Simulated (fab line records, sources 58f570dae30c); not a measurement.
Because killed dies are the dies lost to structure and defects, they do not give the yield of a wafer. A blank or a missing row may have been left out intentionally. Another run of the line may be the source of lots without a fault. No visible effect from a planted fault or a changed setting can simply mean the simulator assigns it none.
A struck lot beside a sound one ; flow berkeley-cmos170 ; 38 out of 331 route steps
Sound: these wafers, L316.1, L316.2, L316.3. Wafers struck: L325.3, L325.5, L325.6. The cause comes at the end.
Per side, at each step with rows, come the tool, then ch with its chambers, and then its first start. Under that, the readings that differ: sound wafers ; struck wafers ; difference of the means ; sigmas: that difference in standard deviations of wafers without a fault.
alike: same words and numbers on both sides, and readings whose means sit less than 2 such deviations apart. not compared: any withheld reading, any reading some wafer has no value for, any bound like >300 that may hide the same value, and any number with overlapping values for which the record gives no deviation.
The two part at a step that has a row with sigmas, a row that says differs or no value, or rows on one side only. When numbers do not overlap yet have no deviation, they are printed without sigmas and do not part them. Lack of a reading on every wafer of one side parts them only where that side has two or more wafers.

UCB170_SPACER_CVD_00: deposits SiO2 from TEOS/O2, target thk 376 nm, time 47 s.
  sound on pecvd-03 ch 0,1,2, day 8 09:13; struck on pecvd-04 ch 0,1,2, day 11 02:08
  alike: heater-power-w
UCB170_SPACER_THK_MEAS_01:
  sound: film-metro-01 at day 8 09:15; struck: film-metro-01 at day 11 02:11
  alike: SPACER_TEOS_THK
then, 1 step without rows for these wafers: UCB170_SPACER_ANNEAL_02 (time 1800 s).
UCB170_SPACER_ETCHBACK_03: etches SiO2 in CHF3/CF4/Ar, stops on Si, target depth 376 nm, time 100 s.
  sound on rie-diel-04 ch 0,2,3, day 8 15:29; struck on rie-diel-01 ch 0,3, day 11 07:26
  alike: CHF3_flow_sccm, drypump-motor-current-A, oes-product-au, throttle-valve-pct
  not compared: rf-hours-counter-h
then, 6 steps without rows for these wafers: UCB170_PSD_HMDS_00 (prime time 60 s); UCB170_PSD_COAT_01 (resist thk 900 nm); UCB170_PSD_SOFTBAKE_02 (time 60 s); UCB170_PSD_EXPOSE_03 (exposes mask PSELECT MOD, target cd 1200 nm); UCB170_PSD_PEB_04; UCB170_PSD_DEVELOP_05 (develop time 45 s).
UCB170_PSD_CD_MEAS_06: the cd target is 1200 nm.
  sound: cd-sem-01 at day 8 16:46; struck: cd-sem-01 at day 11 08:51
  alike: cd-nm
UCB170_PSD_OVL_MEAS_07:
  sound: overlay-02 at day 8 16:53; struck: overlay-01 at day 11 08:56
  alike: PSD_OVL
UCB170_PSD_IMPLANT_08:
  sound on implanter-03 ch 0, day 8 16:55; struck on implanter-01 ch 0, day 11 09:02
reading;sound;struck;difference;sigmas
dose-ions-cm2;3.005e+15 2.996e+15 3.006e+15;3.055e+15 3.051e+15 3.058e+15;+5.233e+13;+17
  alike: faraday-current-uA
UCB170_PSD_STRIP_09: strips in O2.
  sound on plasma-asher-01 ch 0,1, day 8 17:04; struck on plasma-asher-01 ch 0,1, day 11 09:10
reading;sound;struck;difference;sigmas
strip-time-to-endpoint-s (s);29.31 29.31 29.37;29.62 29.65 29.69;+0.32;+5
  alike: drypump-motor-current-A, oes-product-au
  not compared: rf-hours-counter-h
UCB170_PSD_TW_MEAS_10:
  sound: film-metro-01 at day 8 17:10; struck: film-metro-01 at day 11 09:16
  alike: PSD_TW
then, 7 steps without rows for these wafers: UCB170_PSD_CLEAN_11 (cleans in SPM, time 600 s); UCB170_NSD_HMDS_00 (prime time 60 s); UCB170_NSD_COAT_01 (resist thk 900 nm); UCB170_NSD_SOFTBAKE_02 (time 60 s); UCB170_NSD_EXPOSE_03 (exposes mask NSELECT MOD, target cd 1200 nm); UCB170_NSD_PEB_04; UCB170_NSD_DEVELOP_05 (develop time 45 s).
UCB170_NSD_CD_MEAS_06: the cd target is 1200 nm.
  sound: cd-sem-02 at day 8 18:43; struck: cd-sem-01 at day 11 12:04
reading;sound;struck;difference;sigmas
cd-nm (nm);1199.5 1199.6 1198.9;1196.9 1196.6 1196.6;-2.6;-2
UCB170_NSD_OVL_MEAS_07:
  sound: overlay-01 at day 8 18:50; struck: overlay-02 at day 11 12:09
  alike: NSD_OVL
then, 2 steps without rows for these wafers: UCB170_NSD_IMPLANT_08; UCB170_NSD_STRIP_09 (strips in O2).
UCB170_NSD_TW_MEAS_10:
  sound: film-metro-01 at day 8 19:07; struck: film-metro-03 at day 11 12:26
  alike: NSD_TW
then, 4 steps without rows for these wafers: UCB170_NSD_CLEAN_11 (cleans in SPM, time 600 s); UCB170_BACKSIDE_HMDS_00 (prime time 60 s); UCB170_BACKSIDE_COAT_01 (resist thk 900 nm); UCB170_BACKSIDE_SOFTBAKE_02 (time 60 s).
UCB170_BACKSIDE_STRIP_03: strips in O2.
  sound on plasma-asher-03 ch 0,1, day 8 20:48; struck on plasma-asher-04 ch 0,1, day 11 13:11
  alike: drypump-motor-current-A, oes-product-au, strip-time-to-endpoint-s
  not compared: rf-hours-counter-h
then, 1 step without rows for these wafers: UCB170_BACKSIDE_CLEAN_04 (cleans in SPM, time 600 s).
UCB170_SDANNEAL_RTA_00: time 10 s.
  sound on rtp-anneal-02 ch 0, day 8 21:05; struck on rtp-anneal-02 ch 0, day 11 13:29
  alike: lamp-power-pct, wafer_temp_C_max
UCB170_SDANNEAL_RTA_01: time 5 s.
  sound on rtp-anneal-02 ch 0, day 8 21:10; struck on rtp-anneal-02 ch 0, day 11 13:32
  alike: lamp-power-pct, wafer_temp_C_max
UCB170_SDANNEAL_RS_MEAS_02: the measuring method here is four-point-probe.
  sound: film-metro-04 at day 8 21:13; struck: film-metro-01 at day 11 13:37
reading;sound;struck;difference;sigmas
PSD_RS (ohm/sq);75.6 75.6 75.6;74.8 74.8 74.5;-0.9;-3
UCB170_SDANNEAL_RS_MEAS_03: the measuring method here is four-point-probe.
  sound: film-metro-04 at day 8 21:20; struck: film-metro-01 at day 11 13:44
  alike: NSD_RS
next, for these wafers, 1 step has no rows: UCB170_M3_PROBE_99.

## WHERE THEY PART
Earliest at UCB170_PSD_IMPLANT_08; latest, in this record, at UCB170_SDANNEAL_RS_MEAS_02. Later steps at which nothing parts them and some readings are alike: UCB170_SDANNEAL_RS_MEAS_03.

WHY: what had been put in by the simulator
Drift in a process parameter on implanter-01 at UCB170_PSD_IMPLANT_08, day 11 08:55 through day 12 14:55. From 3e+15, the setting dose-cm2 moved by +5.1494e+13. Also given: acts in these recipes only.
